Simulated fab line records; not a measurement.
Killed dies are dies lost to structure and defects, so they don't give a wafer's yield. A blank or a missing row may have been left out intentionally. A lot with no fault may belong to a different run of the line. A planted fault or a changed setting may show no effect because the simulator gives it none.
Struck lot and sound lot, side by side | flow rit cmos | 28 steps out of a route of 202
Sound: wafers L588.1, L588.2, L588.5. Wafers struck: L600.1, L600.3, L600.4. The cause is named last.
Order at every step that has rows: each side's tool, ch and its chambers, its first start. Under that, the readings that differ: sound wafers | struck wafers | difference of the means | sigmas: that difference in standard deviations of wafers without a fault.
alike: same words and numbers on both sides, and readings whose means sit less than 2 such deviations apart. not compared: any withheld reading, any reading some wafer has no value for, any bound like >300 that may hide the same value, and any number with overlapping values for which the record gives no deviation.
The two part at a step that has a row with sigmas, a row that says differs or no value, or rows on one side only. Numbers that don't overlap but have no deviation are shown without sigmas and don't part them. A reading missing from all wafers of one side parts the sides only when that side holds two or more wafers.

RIT_FOX2_THK_MEAS_01:
  sound on film metro-01, day 3 02:01; struck on film metro-04, day 5 18:44
  reading             | sound       | struck      | difference | sigmas
  FOX2_OXIDE_THK (nm) | 356 356 362 | 344 341 344 | -15        | -2
then, 2 steps without rows for these wafers: RIT_FOX2_CLEAN_02 (cleans in dHF, time 180 s); RIT_FOX2_WET_ETCH_03 (etches Si3N4 in H3PO4, target depth 195 nm, time 2700 s).
RIT_FOX2_THK_MEAS_90:
  sound on film metro-03, day 3 02:54; struck on film metro-03, day 5 19:37
  reading                     | sound       | struck      | difference | sigmas
  FIELD_OXIDE_LEFT_1_THK (nm) | 329 329 335 | 317 314 317 | -15        | -2
then, 6 steps without rows for these wafers: RIT_NWELL_HMDS_00 (prime time 60 s); RIT_NWELL_COAT_01 (resist thk 1300 nm); RIT_NWELL_SOFTBAKE_02 (time 60 s); RIT_NWELL_EXPOSE_03 (exposes mask M2, target cd 43900 nm); RIT_NWELL_PEB_04; RIT_NWELL_DEVELOP_05 (develop time 68 s).
RIT_NWELL_OVL_MEAS_06:
  sound on overlay-02, day 3 04:03; struck on overlay-02, day 5 20:41
  alike: NWELL_OVL
then, 1 step without rows for these wafers: RIT_NWELL_HARDBAKE_07 (time 120 s).
RIT_NWELL_IMPLANT_08:
  sound on implanter-04 ch 0, day 3 04:20; struck on implanter-03 ch 0, day 5 20:58
  reading            | sound                         | struck                      | difference | sigmas
  dose ions cm2      | 4.998e+13 5.007e+13 5.007e+13 | 7.1e+13 7.106e+13 7.105e+13 | +2.1e+13   | +99 or more
  faraday current uA | 153 161 154                   | 227 222 223                 | +68        | +21
RIT_NWELL_STRIP_09: strips in O2, time 180 s.
  sound on plasma asher-04 ch 0,1, day 3 04:29; struck on plasma asher-03 ch 0,1, day 5 21:07
  alike: drypump motor current A
  not compared: rf hours counter h
RIT_NWELL_TW_MEAS_10:
  sound on film metro-01, day 3 04:40; struck on film metro-01, day 5 21:31
  reading  | sound          | struck         | difference | sigmas
  NWELL_TW | 2141 2126 2148 | 2372 2391 2395 | +248       | +13
  not compared: hold
then, 5 steps without rows for these wafers: RIT_PWELL_COAT_01 (resist thk 1300 nm); RIT_PWELL_SOFTBAKE_02 (time 60 s); RIT_PWELL_EXPOSE_03 (exposes mask M3, target cd 43700 nm); RIT_PWELL_PEB_04; RIT_PWELL_DEVELOP_05 (develop time 68 s).
RIT_PWELL_OVL_MEAS_06:
  sound on overlay-01, day 3 05:43; struck on overlay-02, day 5 23:58
  alike: PWELL_OVL
then, 2 steps without rows for these wafers: RIT_PWELL_HARDBAKE_07 (time 120 s); RIT_PWELL_IMPLANT_08.
RIT_PWELL_STRIP_09: strips in O2, time 180 s.
  sound on plasma asher-02 ch 0,1, day 3 06:10; struck on plasma asher-01 ch 0,1, day 6 00:33
  alike: drypump motor current A
  not compared: rf hours counter h
RIT_PWELL_TW_MEAS_10:
  sound on film metro-02, day 3 06:20; struck on film metro-01, day 6 00:43
  alike: PWELL_TW
then, 1 step without rows for these wafers: RIT_WELLDRIVE_ANNEAL_00 (time 14700 s).
RIT_WELLDRIVE_RS_MEAS_01: uses a four-point probe to measure.
  sound on film metro-01, day 3 14:14; struck on film metro-04, day 6 07:44
  reading           | sound             | struck            | difference | sigmas
  NWELL_RS (ohm/sq) | 276.1 275.5 275.3 | 223.3 223.2 222.7 | -52.6      | -62
  not compared: hold
RIT_M1_PROBE_99:
  rows exist in the record for the sound wafers here (prober-01, day 4 23:07), none for the struck ones

## WHERE THEY PART
Last at RIT_M1_PROBE_99 as far as this record goes, first at RIT_FOX2_THK_MEAS_01.

WHY: whatever the simulator had introduced
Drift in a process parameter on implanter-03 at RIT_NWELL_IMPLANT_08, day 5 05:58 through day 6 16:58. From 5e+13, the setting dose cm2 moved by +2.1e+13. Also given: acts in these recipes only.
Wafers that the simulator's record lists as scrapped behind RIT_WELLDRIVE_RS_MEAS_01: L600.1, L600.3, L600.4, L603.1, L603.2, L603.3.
